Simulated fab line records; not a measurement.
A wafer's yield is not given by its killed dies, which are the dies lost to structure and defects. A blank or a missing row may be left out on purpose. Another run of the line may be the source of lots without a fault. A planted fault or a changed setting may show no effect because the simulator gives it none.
Split-lot study + flow berkeleyCmos170 + on a route of 331 steps: 5 lots, 27 wafers read

== ABOUT THE SPLIT ==
At UCB170_ZERO_ETCH_06 (etches SiO2 in CHF3/CF4/Ar, time 12 s), the setting targetDepthA was moved away from the recipe's 516 angstrom on 6 of the 27 wafers read, by -52.8% to -38.5%. This setting was run at the recipe's value on the other wafers.

The split's own step is where the reading is taken.

== THE READING ==
oesProductAu, in a.u., at UCB170_ZERO_ETCH_06 (etches SiO2 in CHF3/CF4/Ar, time 12 s). A value of 0.627 a.u. with a standard deviation of 0.0098 a.u. is what fault-free wafers of this fab line usually give.

| wafer  | tool, chamber at the split | targetDepthA as run, angstrom | against the recipe | oesProductAu, a.u. | against lot-mates on the recipe |
|--------|----------------------------|-------------------------------|--------------------|--------------------|---------------------------------|
| L075.1 | rieDiel-03, 1              | 516                           | recipe             | 0.609              | -                               |
| L075.2 | rieDiel-03, 0              | 516                           | recipe             | 0.637              | -                               |
| L075.3 | rieDiel-03, 3              | 516                           | recipe             | 0.626              | -                               |
| L075.4 | rieDiel-03, 2              | 516                           | recipe             | 0.635              | -                               |
| L075.5 | rieDiel-03, 1              | 516                           | recipe             | 0.624              | -                               |
| L075.6 | rieDiel-03, 0              | 516                           | recipe             | 0.643              | -                               |
| L077.1 | rieDiel-02, 0              | 516                           | recipe             | 0.621              | -                               |
| L077.2 | rieDiel-02, 1              | 516                           | recipe             | 0.623              | -                               |
| L077.3 | rieDiel-02, 3              | 516                           | recipe             | 0.613              | -                               |
| L077.4 | rieDiel-02, 2              | 516                           | recipe             | 0.635              | -                               |
| L077.5 | rieDiel-02, 2              | 516                           | recipe             | 0.647              | -                               |
| L077.6 | rieDiel-02, 3              | 516                           | recipe             | 0.613              | -                               |
| L079.1 | rieDiel-04, 1              | 516                           | recipe             | 0.618              | -                               |
| L079.4 | rieDiel-04, 2              | 516                           | recipe             | 0.631              | -                               |
| L079.5 | rieDiel-04, 2              | 516                           | recipe             | 0.636              | -                               |
| L080.1 | rieDiel-02, 1              | 516                           | recipe             | 0.620              | -                               |
| L080.2 | rieDiel-02, 0              | 516                           | recipe             | 0.627              | -                               |
| L080.3 | rieDiel-02, 2              | 516                           | recipe             | 0.637              | -                               |
| L080.4 | rieDiel-02, 3              | 317.2                         | -38.5%             | 0.767              | +0.139                          |
| L080.5 | rieDiel-02, 0              | 317.2                         | -38.5%             | 0.789              | +0.161                          |
| L080.6 | rieDiel-02, 1              | 317.2                         | -38.5%             | 0.771              | +0.143                          |
| L082.1 | rieDiel-02, 1              | 516                           | recipe             | 0.622              | -                               |
| L082.2 | rieDiel-02, 0              | 516                           | recipe             | 0.630              | -                               |
| L082.3 | rieDiel-02, 3              | 243.5                         | -52.8%             | 0.882              | +0.254                          |
| L082.4 | rieDiel-02, 2              | 516                           | recipe             | 0.632              | -                               |
| L082.5 | rieDiel-02, 0              | 243.5                         | -52.8%             | 0.901              | +0.273                          |
| L082.6 | rieDiel-02, 1              | 243.5                         | -52.8%             | 0.895              | +0.267                          |

FIT RESULTS
A straight line over all 27 wafers: oesProductAu changes by -0.00464 a.u. for each +1% of targetDepthA; r = -0.99; the points scatter about the line by 0.016 a.u.
The same after taking each lot's own level away (the mean of its wafers on the recipe; 27 wafers): -0.00463 a.u. for each +1%; r = -0.99; scatter 0.016 a.u.
According to that fit, moving targetDepthA by its largest amount changes the reading by 0.24 a.u.
The lots' own levels span 0.6253 to 0.6290 a.u., that is 0.4 times the standard deviation above.
The two slopes agree, so the slope changes little with the lot-to-lot level.
Check: with one of the wafers moved furthest among these (-52.8%) left out of the fit, the line predicts +0.24 a.u. for it against its lot-mates. It came out at +0.254 a.u. against them.
Tool readings at the split's step, against how far the setting was moved: oesProductAu r = -0.99.

== THE WHOLE CHAIN: every reading that the file lists as answering this split, in the file's order ==
| step                 | what it does                          | reading              | change (the file's fit)                  | r (the file's) |
|----------------------|---------------------------------------|----------------------|------------------------------------------|----------------|
| UCB170_ZERO_ETCH_06  | etches SiO2 in CHF3/CF4/Ar, time 12 s | oesProductAu         | -0.0046 a.u. for each +1% of the setting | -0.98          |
| UCB170_ZERO_STRIP_07 | strips in O2                          | stripTimeToEndpointS | withheld for each +1% of the setting     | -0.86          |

== FILE'S OWN FIT ==
oesProductAu changes by -0.0046 a.u. for each +1% of targetDepthA, r = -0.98.
